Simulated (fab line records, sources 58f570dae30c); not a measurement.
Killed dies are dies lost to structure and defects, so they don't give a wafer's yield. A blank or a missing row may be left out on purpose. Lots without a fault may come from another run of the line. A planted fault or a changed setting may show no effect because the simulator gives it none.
Which tool did it? | flow berkeley_cmos170 | 13 lots, 39 wafers sampled, at 3 steps of a route of 331

WHAT THE GAUGES READ, wafer by wafer
UCB170_ACTIVE_THK_MEAS_06. Usual: ACTIVE_NITRIDE_THK 219.5 nm, standard deviation 1.9.
lot  | measured    | on            | ACTIVE_NITRIDE_THK (nm) | flag
L342 | day 4 06:58 | film_metro-03 | 220.1 220.3 218.7       |
L341 | day 4 06:57 | film_metro-04 | 216.1 215.9 215.4       |
L344 | day 4 17:31 | film_metro-03 | 221.2 220.7 223.2       |
L343 | day 4 17:31 | film_metro-01 | 222.2 220.1 220.8       |
L345 | day 4 23:53 | film_metro-03 | 216.4 219.7 217.5       |
L347 | day 4 23:51 | film_metro-01 | 218.6 217.3 216.4       |
L346 | day 4 23:51 | film_metro-04 | 220.9 219.0 221.6       |
L348 | day 5 11:47 | film_metro-04 | 223.3 221.7 222.1       |
L351 | day 5 23:36 | film_metro-03 | 220.5 220.3 220.6       |
L354 | day 6 11:43 | film_metro-01 | 219.3 219.0 219.0       |
L358 | day 7 12:30 | film_metro-03 | 277.1 276.7 278.1       | OFF
L362 | day 8 13:46 | film_metro-03 | 219.1 219.2 219.4       |
L363 | day 8 13:46 | film_metro-04 | 220.0 220.6 220.2       |

WHICH TOOL RAN EACH LOT (tool, then ch and the chambers of the sampled wafers, then the start)
lot  | UCB170_PWELL_STRIP_16               | UCB170_ACTIVE_CVD_05
L342 | plasma_asher-02 ch 0,1, day 3 05:52 | lpcvd-01 ch 1, day 4 05:02
L341 | plasma_asher-03 ch 0,1, day 3 06:08 | lpcvd-01 ch 0, day 4 05:02
L344 | plasma_asher-01 ch 0,1, day 3 15:34 | lpcvd-01 ch 1, day 4 15:36
L343 | plasma_asher-03 ch 0,1, day 3 15:55 | lpcvd-01 ch 0, day 4 15:36
L345 | plasma_asher-03 ch 0,1, day 3 23:03 | lpcvd-01 ch 1, day 4 21:56
L347 | plasma_asher-03 ch 0,1, day 4 02:08 | lpcvd-01 ch 1, day 4 21:56
L346 | plasma_asher-03 ch 0,1, day 4 02:43 | lpcvd-01 ch 0, day 4 21:56
L348 | plasma_asher-03 ch 0,1, day 4 12:20 | lpcvd-02 ch 1, day 5 08:55
L351 | plasma_asher-03 ch 0, day 5 03:26   | lpcvd-01 ch 0, day 5 21:41
L354 | plasma_asher-03 ch 0,1, day 5 14:40 | lpcvd-01 ch 1, day 6 09:47
L358 | plasma_asher-02 ch 0,1, day 6 05:44 | lpcvd-01 ch 0, day 7 10:35
L362 | plasma_asher-03 ch 0,1, day 7 05:19 | lpcvd-02 ch 0, day 8 11:52
L363 | plasma_asher-03 ch 0,1, day 7 11:49 | lpcvd-02 ch 1, day 8 11:52
- UCB170_PWELL_STRIP_16: strips in O2.
- UCB170_ACTIVE_CVD_05: deposits Si3N4 from SiH2Cl2/NH3, target thk 220 nm, time 3300 s.

WHAT THE TOOLS THEMSELVES READ (means of the sampled wafers that have a number; where no wafer has one, the mark that the record gives instead)
UCB170_PWELL_STRIP_16. Usual: drypump_motor_current_A 5.57 A, standard deviation 0.13; oes_product_au 0.720 a.u., standard deviation 0.0044; strip_time_to_endpoint_s 18.16 s, standard deviation 0.079.
lot  | tool            | drypump_motor_current_A (A) | oes_product_au (a.u.) | strip_time_to_endpoint_s (s) | flag
L342 | plasma_asher-02 | 5.34                        | 0.722                 | 18.19                        |
L341 | plasma_asher-03 | 5.60                        | 0.723                 | 18.20                        |
L344 | plasma_asher-01 | 5.62                        | 0.718                 | 18.21                        |
L343 | plasma_asher-03 | 5.58                        | 0.723                 | 18.13                        |
L345 | plasma_asher-03 | 5.57                        | 0.721                 | 18.18                        |
L347 | plasma_asher-03 | 5.57                        | 0.719                 | 18.24                        |
L346 | plasma_asher-03 | 5.57                        | 0.719                 | 18.37                        |
L348 | plasma_asher-03 | 5.58                        | 0.719                 | 18.12                        |
L351 | plasma_asher-03 | 5.60                        | 0.724                 | 18.14                        |
L354 | plasma_asher-03 | 5.55                        | 0.720                 | 18.12                        |
L358 | plasma_asher-02 | 5.36                        | 0.719                 | 18.18                        |
L362 | plasma_asher-03 | 5.57                        | 0.722                 | 18.09                        |
L363 | plasma_asher-03 | 5.60                        | 0.719                 | 18.15                        |

UCB170_ACTIVE_CVD_05. Usual: pressure_mtorr 200.0 mTorr, standard deviation 0.43.
lot  | tool     | pressure_mtorr (mTorr) | flag
L342 | lpcvd-01 | 200.0                  |
L341 | lpcvd-01 | 200.2                  |
L344 | lpcvd-01 | 199.5                  |
L343 | lpcvd-01 | 200.4                  |
L345 | lpcvd-01 | 200.0                  |
L347 | lpcvd-01 | 200.0                  |
L346 | lpcvd-01 | 200.0                  |
L348 | lpcvd-02 | 199.9                  |
L351 | lpcvd-01 | 199.8                  |
L354 | lpcvd-01 | 200.0                  |
L358 | lpcvd-01 | 199.9                  |
L362 | lpcvd-02 | 199.9                  |
L363 | lpcvd-02 | 200.5                  |

THE ANSWER, worked out from the rows above alone
Rule: a lot is off if the mean of its wafers that have a number lies more than 3 standard deviations from the usual mean. A lot without any number at a reading at which 4 lots or more have one is off too. The other lots that the step has rows for count as sound. The gauges are gone through in route order, then the tools' own readings, and for those a lot's mean is taken as printed above. The first step at which some lot is off is used, and at that step the reading that is off furthest; a lot without a number counts as furthest.
Off: L358, at UCB170_ACTIVE_THK_MEAS_06 (ACTIVE_NITRIDE_THK).
A tool fits if, at a process step before that reading, it ran every lot that is off, and no sound lot after the first of them. The gauges at UCB170_ACTIVE_THK_MEAS_06 are tried like those tools. Can't be told from this: 2 tools fit, plasma_asher-02 at UCB170_PWELL_STRIP_16, lpcvd-01 at UCB170_ACTIVE_CVD_05.

WHAT THE SIMULATOR HAD PUT IN
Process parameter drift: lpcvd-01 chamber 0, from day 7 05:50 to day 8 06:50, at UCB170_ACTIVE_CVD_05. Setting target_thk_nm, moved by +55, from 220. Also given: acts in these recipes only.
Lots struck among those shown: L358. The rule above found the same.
